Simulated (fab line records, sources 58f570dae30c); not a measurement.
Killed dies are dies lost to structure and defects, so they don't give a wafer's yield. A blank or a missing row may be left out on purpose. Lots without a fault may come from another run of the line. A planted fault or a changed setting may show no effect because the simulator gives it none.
fab line records | flow berkeley_cmos170
record lots=7 wafers=21 last_day=11
route steps=331 shown NWELL@24 PWELL@34
lots that met no fault: from a run of the same line without faults
start_h: hours from the record's first day to the start of the lot's first wafer shown | wait_h: hours since the lot's step before | " the same as in the row above | L1.1+2: a row that stands for several wafers | - no value, or no start given | * or withheld: withheld | < > ~ a bound
route shown NAME@n: a module of which the file shows steps, and the number in the route of the first | usual: mean/standard deviation of fault-free wafers | same: alike in all rows | chamber/n: place in a boat | sites: the reading at each site | _std_site: their standard deviation | _edge_site: outer sites' mean less inner sites' | radius_mm: how far each site lies from the wafer's centre | mask NAME#n: copy n | behind: the tool/chamber that last shaped the wafer | hold: why the lot was held/for how many hours/how that ended | device: the transistor (n, p or np) that didn't switch | end of line: the same wafers' tests at the end of the route | a step without rows: its recipe alone | killed: dies lost to structure and defects at the first sort, not the wafer's yield | map: a wafer's dies, x killed, . not, _ none there
set.NAME: the setting as run; set.NAME@STEP: as run at that earlier step | model.NAME: the simulator's own value behind a step, which no gauge read
lots at some steps of the route; a table a step, a row a wafer
services: from which hour (start_h, from the record's first day; less than 0 if before it) a tool's chamber was out of use, for how many hours, and why
## steps
# step UCB170_NWELL_PEB_10
# recipe peb_temp_c=130 peb_time_s=withheld resist=KrF
# step UCB170_NWELL_DEVELOP_11
# recipe developer=TMAH develop_time_s=45 resist=KrF dev_temp_c=21
# step UCB170_NWELL_OVL_MEAS_12
# usual NWELL_OVL=-4/5.7
# columns lot.wafer tool chamber start_h wait_h NWELL_OVL[nm]
L645.2 overlay-01 - 43.58 - -15
L645.5 " - " " 1
L645.6 " - " " -7
L647.2 overlay-02 - 55.31 - -10
L647.5 " - " " -10
L647.6 " - " " -5
L650.3 overlay-02 - 86.60 - -11
L650.4 " - " " -7
L650.6 " - " " -10
L652.2 overlay-01 - 87.29 - -3
L652.4 " - " " -1
L652.5 " - " " -2
L651.1 overlay-02 - 87.55 - -21
L651.3 " - " " -15
L651.5 " - " " -12
L660.3 overlay-01 - 120.43 - -5
L660.4 " - " " -10
L660.5 " - " " -5
L661.2 overlay-02 - 120.70 - 1
L661.3 " - " " -3
L661.6 " - " " -3
# step UCB170_NWELL_ETCH_13
# recipe chemistry=CH3F/Ar/O2 target=Si3N4 stop_on=SiO2 CH3F_flow_sccm=20 Ar_flow_sccm=50 O2_flow_sccm=7 pressure_mtorr=50 rf_w=450 target_depth_a=2464 over_etch_frac=0.1 time_s=154
# usual drypump_motor_current_A=5.5/0.44 oes_product_au=0.947/0.015 throttle_valve_pct=7.99/0.12
# same time_s=154
# columns lot.wafer tool chamber start_h wait_h drypump_motor_current_A oes_product_au rf_hours_counter_h throttle_valve_pct
L645.2 rie_diel-04 0 43.61 0.0 5.4 0.960 173 8.19
L645.5 " 0 " " 5.4 0.963 - 8.17
L645.6 " 3 " " 4.8 0.942 - 7.97
L647.2 rie_diel-03 0 55.34 0.0 5.8 0.947 8 8.00
L647.5 " 0 " " 5.8 0.949 - 8.00
L647.6 " 2 " " 6.2 0.956 - 7.89
L650.3 rie_diel-03 0 86.62 0.0 5.8 0.928 9 8.00
L650.4 " 2 " " 6.2 0.941 76 7.89
L650.6 " 3 " " 5.6 0.932 - 7.82
L652.2 rie_diel-04 2 87.32 0.0 5.7 0.961 47 8.05
L652.4 " 3 " " 4.8 0.933 25 7.97
L652.5 " 3 " " 4.8 0.924 - 7.97
L651.1 rie_diel-01 3 87.59 0.0 6.1 0.919 2 7.81
L651.3 " 1 " " 4.6 0.936 9 7.94
L651.5 " 2 " " 5.1 0.960 - 8.15
L660.3 rie_diel-03 1 120.45 0.0 5.4 0.966 7 8.16
L660.4 " 3 " " 5.6 0.947 5 7.81
L660.5 " 0 " " 5.8 0.947 - 8.00
L661.2 rie_diel-01 1 120.73 0.0 4.6 0.932 10 7.92
L661.3 " 2 " " 5.1 0.970 154 8.18
L661.6 " 3 " " 6.0 0.931 - 7.80
# step UCB170_NWELL_IMPLANT_14
# recipe species=P dose_cm2=1e+13 energy_kev=150 tilt_deg=7
# step UCB170_NWELL_STRIP_15
# recipe chemistry=O2 power_w=400 pressure_mtorr=3500 platen_temp_c=withheld o2_flow_sccm=400 overash_fraction=0.5
# usual drypump_motor_current_A=5.5/0.45 oes_product_au=0.721/0.0047 strip_time_to_endpoint_s=18.02/0.075
# columns lot.wafer tool chamber start_h wait_h drypump_motor_current_A oes_product_au rf_hours_counter_h strip_time_to_endpoint_s
L645.2 plasma_asher-04 1 43.86 0.1 6.2 0.730 31 18.27
L645.5 " 0 " " 5.4 0.728 - 18.20
L645.6 " 1 " " 6.2 0.717 - 17.96
L647.2 plasma_asher-03 0 55.59 0.1 5.2 0.723 29 18.00
L647.5 " 1 " " 5.4 0.715 - 18.04
L647.6 " 0 " " 5.1 0.722 - 18.16
L650.3 plasma_asher-04 0 86.91 0.1 5.4 0.720 - 17.96
L650.4 " 1 " " 6.2 0.714 - 18.08
L650.6 " 0 " " 5.4 0.724 - 18.01
L652.2 plasma_asher-03 1 87.57 0.1 5.4 0.715 31 17.97
L652.4 " 1 " " 5.4 0.723 - 17.92
L652.5 " 0 " " 5.1 0.719 - 17.95
L651.1 plasma_asher-03 1 87.84 0.1 5.4 0.718 31 18.07
L651.3 " 0 " " 5.1 0.724 - 18.02
L651.5 " 0 " " 5.1 0.719 - 17.95
L660.3 plasma_asher-02 0 120.74 0.1 4.8 0.725 - 17.92
L660.4 " 1 " " 6.0 0.728 - 18.01
L660.5 " 1 " " 6.0 0.734 - 17.88
L661.2 plasma_asher-03 0 120.99 0.1 5.1 0.711 36 18.01
L661.3 " 1 " " 5.4 0.725 - 17.94
L661.6 " 1 " " 5.4 0.723 - 18.05
# step UCB170_NWELL_TW_MEAS_16
# usual NWELL_TW=1243/8.6
# columns lot.wafer tool chamber start_h wait_h NWELL_TW
L645.2 film_metro-04 - 43.97 0.1 1262
L645.5 " - " " 1266
L645.6 " - " " 1260
L647.2 film_metro-04 - 55.70 0.1 1241
L647.5 " - " " 1243
L647.6 " - " " 1240
L650.3 film_metro-04 - 87.00 0.1 1255
L650.4 " - " " 1257
L650.6 " - " " 1258
L652.2 film_metro-03 - 87.68 0.1 1234
L652.4 " - " " 1240
L652.5 " - " " 1234
L651.1 film_metro-01 - 87.97 0.1 1246
L651.3 " - " " 1246
L651.5 " - " " 1241
L660.3 film_metro-01 - 120.83 0.1 1242
L660.4 " - " " 1231
L660.5 " - " " 1241
L661.2 film_metro-04 - 121.10 0.1 1253
L661.3 " - " " 1252
L661.6 " - " " 1252
# step UCB170_NWELL_CLEAN_17
# recipe chemistry=SPM temp_c=120 time_s=600
# step UCB170_NWELL_WET_ETCH_18
# recipe chemistry=H3PO4 target=Si3N4 temp_c=160 time_s=14400
# step UCB170_NWELL_WET_ETCH_19
# recipe chemistry=BOE dilution=5:1 target=SiO2 temp_c=25 time_s=22
# step UCB170_PWELL_CLEAN_00
# recipe chemistry=SPM temp_c=120 time_s=600
# step UCB170_PWELL_CLEAN_01
# recipe chemistry=dHF dilution=25:1 time_s=60
# step UCB170_PWELL_OXIDATION_02
# recipe temp_c=1000 ambient=O2 target_thk_a=264 ox_time_s=1260
# usual ox_temp_c=1000.1/0.43 ox_temp_c_max=1005.6/1.5 spike_tc_load_C=1025/4.3
# columns lot.wafer tool chamber start_h wait_h ox_temp_c ox_temp_c_max spike_tc_load_C
L645.2 furnace-02 0 56.88 7.5 1000.0 1008.2 1024
L645.5 " 0 " " 1000.8 1008.8 1024
L645.6 " 0 " " 1001.1 1007.7 1026
L647.2 furnace-02 0 66.83 3.2 999.7 1007.8 1024
L647.5 " 0 " " 999.7 1005.2 1025
L647.6 " 0 " " 1000.0 1007.2 1025
L650.3 furnace-02 - 95.53 0.8 - - -
L650.4 " - " " - - -
L650.6 " - " " - - -
L651.1 furnace-04 - 97.35 1.1 - - -
L651.3 " - " " - - -
L651.5 " - " " - - -
L652.2 furnace-04 - 97.35 1.1 - - -
L652.4 " - " " - - -
L652.5 " - " " - - -
L660.3 furnace-01 0 128.94 3.3 999.8 1004.5 1020
L660.4 " 0 " " 999.8 1003.8 1021
L660.5 " 0 " " 1000.1 1004.4 1019
L661.2 furnace-01 0 128.94 3.4 999.7 1005.2 1020
L661.3 " 0 " " 1000.4 1003.8 1020
L661.6 " 0 " " 1000.2 1003.8 1020
# step UCB170_PWELL_ANNEAL_04
# recipe temp_c=1000 time_s=900 ambient=N2
## services
# columns tool chamber start_h hours kind
rie_diel-01 3 25.32 - clean
rie_diel-01 3 25.32 18.0 scheduled_down
rie_diel-01 3 25.32 18.0 vent_cycle
furnace-01 - 50.83 30.0 pm
furnace-04 - 51.34 3.2 pm
rie_diel-03 1 51.38 30.0 repair
rie_diel-04 2 55.14 3.5 repair
rie_diel-04 0 58.59 - clean
rie_diel-04 0 58.59 22.3 scheduled_down
rie_diel-04 0 58.59 22.3 vent_cycle
furnace-04 - 69.61 2.7 pm
plasma_asher-02 - 87.50 2.8 pm
rie_diel-01 3 89.99 7.4 repair
## key
first_sign step=UCB170_PWELL_OXIDATION_02 reading=tool_record direction=missing
effect none on later readings
met_at UCB170_PWELL_OXIDATION_02
struck_wafers L650.3,L650.4,L650.6,L651.1,L651.3,L651.5,L652.2,L652.4,L652.5
later_rows_left_out L650.3,L650.4,L650.6,L651.1,L651.3,L651.5,L652.2,L652.4,L652.5
sort_left_out L650.3,L650.4,L650.6,L651.1,L651.3,L651.5,L652.2,L652.4,L652.5
tester_left_out L650,L651,L652
onset_between 66.83 95.53
fault kind=skipped_step_whole tool=furnace-02,furnace-04 chamber=- onset_h=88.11 steps=UCB170_PWELL_OXIDATION_02 scope=struck_lots_only
# tester_left_out: of these lots the tester's yield and bins aren't shown, on N5 and GAA mostly nor the transistor test; their killed dies are dies lost to structure and defects alone, not to doping, threshold or leakage, so they don't give the yield
# sort_left_out: the simulated sort isn't trusted on such a fault, so these wafers' sort isn't shown, and their yield isn't known
# later_rows_left_out: the simulator's readings of these wafers behind a module that went badly wrong aren't trusted and aren't shown, but for the sort
